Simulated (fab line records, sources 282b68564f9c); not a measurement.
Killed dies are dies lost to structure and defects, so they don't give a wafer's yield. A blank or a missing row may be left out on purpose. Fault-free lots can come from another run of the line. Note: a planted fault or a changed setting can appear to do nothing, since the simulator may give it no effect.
fab line records | flow ritCmos
record: lots: 14 wafers: 42 lastDay: 7
route steps=202 shown PWELL@42 NSD@137 CONTACT@180 M1@185
lots untouched by any fault: they come from a run of this same line in which no faults occurred
startH: hours from the record's opening day to when the first of the lot's shown wafers began | waitH: how many hours have passed since the lot's step before this one | " same as the row above | L1.1+2: one row covering several wafers at once | - no value present, or no start provided | * or withheld: withheld | < > ~ a bound
route shown NAME@n: a module of which the file shows steps, and the number in the route of the first | usual: average and standard deviation across the fault-free wafers | same: alike in all rows | chamber/n: place in a boat | sites: the reading at each site | _std_site: their standard deviation | _edge_site: the outer-site mean with the inner-site mean subtracted | radiusMm: for every site, how far away it sits from the centre of the wafer | mask NAME#n: copy n | behind: the last tool/chamber to shape the wafer | hold: cause of the lot's hold/its duration in hours/its outcome | device: names the non-switching transistor (n, p or np) | end of line: the tests these same wafers got at the end of their route | step lacking rows: just its recipe | killed: dies that structure and defects cost at the first sort, which is not the same as the wafer's yield | map: the dies of a wafer, with x for killed, . for not killed, _ for no die there
set.NAME: setting as actually run; set.NAME@STEP: the setting as run at that earlier step | model.NAME: the simulator's own value behind a step, which no gauge read
route steps across a sampled set of lots; one table per step, one row per wafer
services: when a tool's chamber went out of use (startH, in hours from the record's first day, below 0 if earlier), for how many hours, and the reason
== steps ==
step: RIT_PWELL_EXPOSE_03
recipe: maskId: M3 na: 0.57 targetCdNm: 43700 doseMj: 250
usual: reticleTempC: 23.00/0.098
same: na: 0.57
columns lot.wafer tool chamber startH waitH mask reticleTempC
L859.2 ilineStepper-02 0 23.72 0.1 M3#0 22.96
L859.5 " 0 " " M3#0 22.90
L859.6 " 0 " " M3#0 22.89
L860.3 ilineStepper-01 0 28.63 0.2 M3#0 23.06
L860.4 " 0 " " M3#0 23.02
L860.6 " 0 " " M3#0 23.02
L861.1 ilineStepper-01 0 35.16 0.1 M3#0 23.10
L861.3 " 0 " " M3#0 23.05
L861.6 " 0 " " M3#0 22.95
L862.3 ilineStepper-01 0 37.48 0.1 M3#0 23.00
L862.4 " 0 " " M3#0 23.00
L862.5 " 0 " " M3#0 23.01
L863.3 ilineStepper-02 0 43.19 0.2 M3#0 23.07
L863.4 " 0 " " M3#0 23.14
L863.5 " 0 " " M3#0 23.04
L864.1 ilineStepper-02 0 49.07 0.1 M3#0 22.95
L864.2 " 0 " " M3#0 23.03
L864.3 " 0 " " M3#0 23.00
L865.2 ilineStepper-02 0 53.87 0.1 M3#0 23.02
L865.4 " 0 " " M3#0 22.89
L865.5 " 0 " " M3#0 23.00
L866.3 ilineStepper-01 0 57.97 0.2 M3#0 22.99
L866.5 " 0 " " M3#0 22.91
L866.6 " 0 " " M3#0 22.84
L867.2 ilineStepper-01 0 63.38 0.1 M3#0 23.04
L867.3 " 0 " " M3#0 22.92
L867.4 " 0 " " M3#0 23.15
L869.3 ilineStepper-01 0 74.03 0.2 M3#0 23.12
L869.5 " 0 " " M3#0 23.05
L869.6 " 0 " " M3#0 22.97
L877.2 ilineStepper-02 0 115.12 0.2 M3#0 23.04
L877.3 " 0 " " M3#0 23.05
L877.6 " 0 " " M3#0 22.98
L879.3 ilineStepper-02 0 122.61 0.2 M3#0 23.13
L879.5 " 0 " " M3#0 23.01
L879.6 " 0 " " M3#0 23.09
L881.1 ilineStepper-02 0 133.19 0.2 M3#0 22.93
L881.2 " 0 " " M3#0 23.00
L881.6 " 0 " " M3#0 22.89
L882.4 ilineStepper-02 0 138.88 0.1 M3#0 22.81
L882.5 " 0 " " M3#0 22.92
L882.6 " 0 " " M3#0 22.87
step: RIT_PWELL_OVL_MEAS_06
usual: PWELL_OVL: -0.9/1.6
columns lot.wafer tool chamber startH waitH PWELL_OVL[nm]
L859.2 overlay-01 - 24.13 - -1.1
L859.5 " - " " -1.5
L859.6 " - " " -0.5
L860.3 overlay-02 - 29.03 - 1.0
L860.4 " - " " -0.9
L860.6 " - " " 0.1
L861.1 overlay-02 - 35.59 - 0.8
L861.3 " - " " -0.9
L861.6 " - " " -0.8
L862.3 overlay-02 - 37.88 - -3.4
L862.4 " - " " -2.5
L862.5 " - " " -1.5
L863.3 overlay-02 - 43.59 - -1.2
L863.4 " - " " -2.9
L863.5 " - " " -1.4
L864.1 overlay-01 - 49.50 - -0.9
L864.2 " - " " -3.1
L864.3 " - " " -3.2
L865.2 overlay-01 - 54.29 - -1.2
L865.4 " - " " -2.0
L865.5 " - " " -2.0
L866.3 overlay-02 - 58.37 - -
L866.5 " - " " -
L866.6 " - " " -
L867.2 overlay-01 - 63.87 - -
L867.3 " - " " -
L867.4 " - " " -
L869.3 overlay-02 - 74.44 - -
L869.5 " - " " -
L869.6 " - " " -
L877.2 overlay-01 - 115.53 - 0.0
L877.3 " - " " -1.6
L877.6 " - " " -2.0
L879.3 overlay-01 - 123.01 - -2.7
L879.5 " - " " -1.4
L879.6 " - " " -1.9
L881.1 overlay-01 - 133.62 - -0.1
L881.2 " - " " -4.1
L881.6 " - " " -3.1
L882.4 overlay-02 - 139.27 - -3.3
L882.5 " - " " -2.4
L882.6 " - " " -3.1
step: RIT_NSD_OVL_MEAS_06
usual: NSD_OVL: 0.1/1.5
columns lot.wafer tool chamber startH waitH NSD_OVL[nm]
L859.2 overlay-01 - 48.92 - -0.8
L859.5 " - " " -0.4
L859.6 " - " " -1.2
L860.3 overlay-01 - 56.36 - 1.5
L860.4 " - " " 0.1
L860.6 " - " " 1.4
L861.1 overlay-01 - 62.23 - 1.1
L861.3 " - " " -0.8
L861.6 " - " " 0.5
L862.3 overlay-02 - 64.25 - 0.2
L862.4 " - " " 0.5
L862.5 " - " " 0.1
L863.3 overlay-01 - 72.61 - 1.3
L863.4 " - " " 1.1
L863.5 " - " " 1.3
L864.1 overlay-01 - 74.70 - 2.0
L864.2 " - " " 0.4
L864.3 " - " " 0.8
L865.2 overlay-01 - 83.71 - 1.2
L865.4 " - " " 1.7
L865.5 " - " " 0.1
L866.3 overlay-01 - 86.49 - -1.1
L866.5 " - " " 0.9
L866.6 " - " " -1.5
L867.2 overlay-02 - 92.91 - -1.2
L867.3 " - " " 2.7
L867.4 " - " " 2.7
L869.3 overlay-02 - 102.37 - 1.4
L869.5 " - " " -0.3
L869.6 " - " " -0.2
L877.2 overlay-01 - 142.64 - 2.1
L877.3 " - " " 0.3
L877.6 " - " " -0.5
L879.3 overlay-02 - 149.44 - 0.1
L879.5 " - " " -1.3
L879.6 " - " " 0.4
L881.1 overlay-01 - 162.02 - 0.5
L881.2 " - " " 3.1
L881.6 " - " " 1.6
L882.4 overlay-01 - 163.63 - -0.2
L882.5 " - " " -0.5
L882.6 " - " " 0.4
step: RIT_CONTACT_STRIP_12
recipe: chemistry: O2 timeS: 180 resist: NOVOLAK platenTempC: withheld powerW: 500 pressureMtorr: 4000 o2FlowSccm: 4000
usual: drypumpMotorCurrentA: 5.88/0.21
same: timeS: 180
columns lot.wafer tool chamber startH waitH drypumpMotorCurrentA rfHoursCounterH
L859.2 plasmaAsher-03 1 54.42 0.1 5.83 26
L859.5 " 0 " " 6.06 -
L859.6 " 1 " " 5.81 -
L860.3 plasmaAsher-03 1 61.55 0.2 5.80 -
L860.4 " 0 " " 6.07 -
L860.6 " 1 " " 5.79 -
L861.1 plasmaAsher-02 0 67.27 0.1 5.83 43
L861.3 " 1 " " 6.19 -
L861.6 " 0 " " 5.83 -
L862.3 plasmaAsher-02 0 69.29 0.2 5.86 -
L862.4 " 1 " " 6.17 -
L862.5 " 0 " " 5.85 -
L863.3 plasmaAsher-03 0 77.66 0.2 6.04 -
L863.4 " 1 " " 5.82 -
L863.5 " 0 " " 6.08 -
L864.1 plasmaAsher-03 0 79.88 0.1 6.04 29
L864.2 " 1 " " 5.83 29
L864.3 " 1 " " 5.81 -
L865.2 plasmaAsher-04 0 88.72 0.1 5.41 44
L865.4 " 1 " " 5.58 -
L865.5 " 0 " " 5.42 -
L866.3 plasmaAsher-02 1 91.56 0.2 6.15 -
L866.5 " 0 " " 5.82 -
L866.6 " 1 " " 6.14 -
L867.2 plasmaAsher-03 0 98.10 0.1 6.05 31
L867.3 " 0 " " 6.07 -
L867.4 " 1 " " 5.83 -
L869.3 plasmaAsher-03 0 107.57 0.2 6.03 -
L869.5 " 0 " " 6.06 -
L869.6 " 1 " " 5.80 -
L877.2 plasmaAsher-04 1 147.98 0.1 5.59 3
L877.3 " 1 " " 5.59 -
L877.6 " 1 " " 5.60 -
L879.3 plasmaAsher-04 0 154.88 0.2 5.43 -
L879.5 " 1 " " 5.58 -
L879.6 " 0 " " 5.43 -
L881.1 plasmaAsher-03 1 167.29 0.1 5.81 39
L881.2 " 0 " " 6.03 39
L881.6 " 0 " " 6.05 -
L882.4 plasmaAsher-02 0 168.84 0.2 5.83 -
L882.5 " 0 " " 5.84 -
L882.6 " 1 " " 6.17 -
step: RIT_M1_RS_MEAS_01
recipe: thkMeasGauge: four-point-probe reads: Al_of_M1_SPUTTER_00
usual: M1_AL_RS: 0.0734/0.00091
columns lot.wafer tool chamber startH waitH M1_AL_RS[ohm/sq]
L859.2 filmMetro-03 - 55.56 0.2 0.0746
L859.5 " - " " 0.0740
L859.6 " - " " 0.0736
L860.3 filmMetro-02 - 62.47 0.2 0.0723
L860.4 " - " " 0.0736
L860.6 " - " " 0.0722
L861.1 filmMetro-02 - 68.23 0.1 0.0742
L861.3 " - " " 0.0736
L861.6 " - " " 0.0733
L862.3 filmMetro-02 - 70.23 0.2 0.0724
L862.4 " - " " 0.0732
L862.5 " - " " 0.0727
L863.3 filmMetro-01 - 78.58 0.2 0.0757
L863.4 " - " " 0.0744
L863.5 " - " " 0.0748
L864.1 filmMetro-02 - 80.82 0.1 0.0736
L864.2 " - " " 0.0732
L864.3 " - " " 0.0728
L865.2 filmMetro-01 - 89.69 0.2 0.0750
L865.4 " - " " 0.0747
L865.5 " - " " 0.0745
L866.3 filmMetro-02 - 92.48 0.2 0.0719
L866.5 " - " " 0.0728
L866.6 " - " " 0.0739
L867.2 filmMetro-03 - 99.06 0.2 0.0739
L867.3 " - " " 0.0747
L867.4 " - " " 0.0746
L869.3 filmMetro-03 - 108.49 0.2 0.0731
L869.5 " - " " 0.0734
L869.6 " - " " 0.0728
L877.2 filmMetro-01 - 148.94 0.2 0.0734
L877.3 " - " " 0.0731
L877.6 " - " " 0.0735
L879.3 filmMetro-01 - 155.98 0.2 0.0731
L879.5 " - " " 0.0730
L879.6 " - " " 0.0726
L881.1 filmMetro-02 - 168.28 0.1 0.0744
L881.2 " - " " 0.0744
L881.6 " - " " 0.0746
L882.4 filmMetro-03 - 169.99 0.2 0.0734
L882.5 " - " " 0.0733
L882.6 " - " " 0.0737
step: RIT_M1_PROBE_99
usual: killedAtContacts: 0.0/0.2 killedAtFrontEnd: 7.2/2.5 killedDies: 7.3/2.5 killedOnRim: 2.0/1.4 killedOpen: 3.8/1.9 killedShort: 3.5/1.8
same: grossDies: 264 killed_at_M0_to_M3: 0 killed_at_M4_up: 0 killedAtBackSide: 0 killedAtOther: 0
columns lot.wafer tool chamber startH waitH killedAtContacts killedAtFrontEnd killedDies killedOnRim killedOpen killedShort
L861.1 prober-02 - 71.95 0.1 0 11 11 1 6 5
L861.3 prober-02 - 72.05 0.2 0 10 10 4 7 3
L861.6 prober-02 - 72.20 0.2 0 7 7 1 4 3
L866.3 prober-02 - 96.28 0.2 0 264 264 70 8 3
L866.5 prober-02 - 96.38 0.2 0 264 264 70 4 3
L866.6 prober-02 - 96.43 0.2 0 264 264 70 3 0
L867.2 prober-01 - 103.08 0.1 0 264 264 70 3 3
L867.3 prober-01 - 103.13 0.2 0 264 264 70 6 0
L867.4 prober-01 - 103.18 0.2 1 263 264 70 5 2
L869.3 prober-01 - 112.27 0.2 0 264 264 70 3 2
L869.5 prober-01 - 112.37 0.2 0 264 264 70 1 3
L869.6 prober-01 - 112.42 0.2 0 264 264 70 5 4
killed by level:class
L861.1 GATE:geometricParticle:short=3 FOX2:geometricParticle:open=2 REOX:geometricParticle:short=2 FOX1:geometricParticle:open=1 GATE:geometricParticle:open=1 REOX:geometricParticle:open=1 SPACER:geometricParticle:open=1
L861.3 GATE:geometricParticle:short=3 FOX1:geometricParticle:open=2 FOX2:geometricParticle:open=2 GATE:geometricParticle:open=1 REOX:geometricParticle:open=1 SPACER:geometricParticle:open=1
L861.6 SILICIDE:geometricParticle:open=3 GATE:geometricParticle:short=2 GATE:geometricParticle:open=1 REOX:geometricParticle:short=1
L866.3 PWELL:overlay=253 GATE:geometricParticle:open=5 FOX1:geometricParticle:open=2 FOX1:geometricParticle:short=1 GATE:geometricParticle:short=1 SILICIDE:geometricParticle:short=1 SILICIDE:geometricParticle:open=1
L866.5 PWELL:overlay=256 GATE:geometricParticle:open=2 SILICIDE:geometricParticle:short=2 FOX1:geometricParticle:short=1 FOX1:geometricParticle:open=1 SILICIDE:geometricParticle:open=1 GATE:coatMicrobubblePrinted=1
L866.6 PWELL:overlay=260 GATE:geometricParticle:open=2 FOX1:geometricParticle:open=1 GATE:coatMicrobubblePrinted=1
L867.2 PWELL:overlay=258 FOX1:geometricParticle:open=1 FOX2:geometricParticle:open=1 GATE:geometricParticle:short=1 GATE:geometricParticle:open=1 REOX:geometricParticle:short=1 SILICIDE:geometricParticle:short=1
L867.3 PWELL:overlay=258 FOX2:geometricParticle:open=2 REOX:geometricParticle:open=2 FOX1:geometricParticle:open=1 GATE:geometricParticle:open=1
L867.4 PWELL:overlay=257 GATE:geometricParticle:open=2 REOX:geometricParticle:open=2 REOX:geometricParticle:short=1 SILICIDE:geometricParticle:short=1 CONTACT:geometricParticle:open=1
L869.3 PWELL:overlay=259 GATE:geometricParticle:short=2 SPACER:geometricParticle:open=2 GATE:geometricParticle:open=1
L869.5 PWELL:overlay=260 FOX1:geometricParticle:short=1 FOX1:geometricParticle:open=1 FOX2:geometricParticle:short=1 GATE:geometricParticle:short=1
L869.6 PWELL:overlay=255 SILICIDE:geometricParticle:open=5 GATE:geometricParticle:short=3 SILICIDE:geometricParticle:short=1
== services ==
columns tool chamber startH hours kind
ilineStepper-02 0 19.66 - calibration
plasmaAsher-03 - 24.30 2.2 repair
plasmaAsher-02 - 79.75 1.5 repair
plasmaAsher-03 - 80.05 2.8 pm
ilineStepper-01 0 81.80 - calibration
plasmaAsher-04 - 108.75 9.0 pm
plasmaAsher-04 0 108.75 9.0 ventCycle
plasmaAsher-04 1 108.75 9.0 ventCycle
plasmaAsher-04 0 117.75 - clean
plasmaAsher-04 1 117.75 - clean
ilineStepper-02 - 141.08 2.1 pm
ilineStepper-02 - 143.16 - consumableReplace:lamp
== key ==
firstSign: step: RIT_PWELL_OVL_MEAS_06 reading: PWELL_OVL direction: missing
effect: step: RIT_M1_PROBE_99 reading: killedAtFrontEnd direction: up sigmas: 99+ usual: 7.2 struck: 263.9
moreKillsBornAt: RIT_PWELL_EXPOSE_03@ilineStepper-01: 2316
metAt RIT_PWELL_EXPOSE_03
struckLots L866,L867,L869
testerLeftOut L866,L867,L869
notActingAt RIT_NSD_OVL_MEAS_06,RIT_CONTACT_STRIP_12,RIT_M1_RS_MEAS_01
onsetBetween 37.48 57.97
fault: kind: scannerMatchingOverlay tool: ilineStepper-01 chamber: - onsetH: 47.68 steps: RIT_PWELL_EXPOSE_03 offset: 5497.2
testerLeftOut: of these lots the tester's yield and bins aren't shown, on N5 and GAA mostly nor the transistor test; their killed dies are dies lost to structure and defects alone, not to doping, threshold or leakage, so they don't give the yield
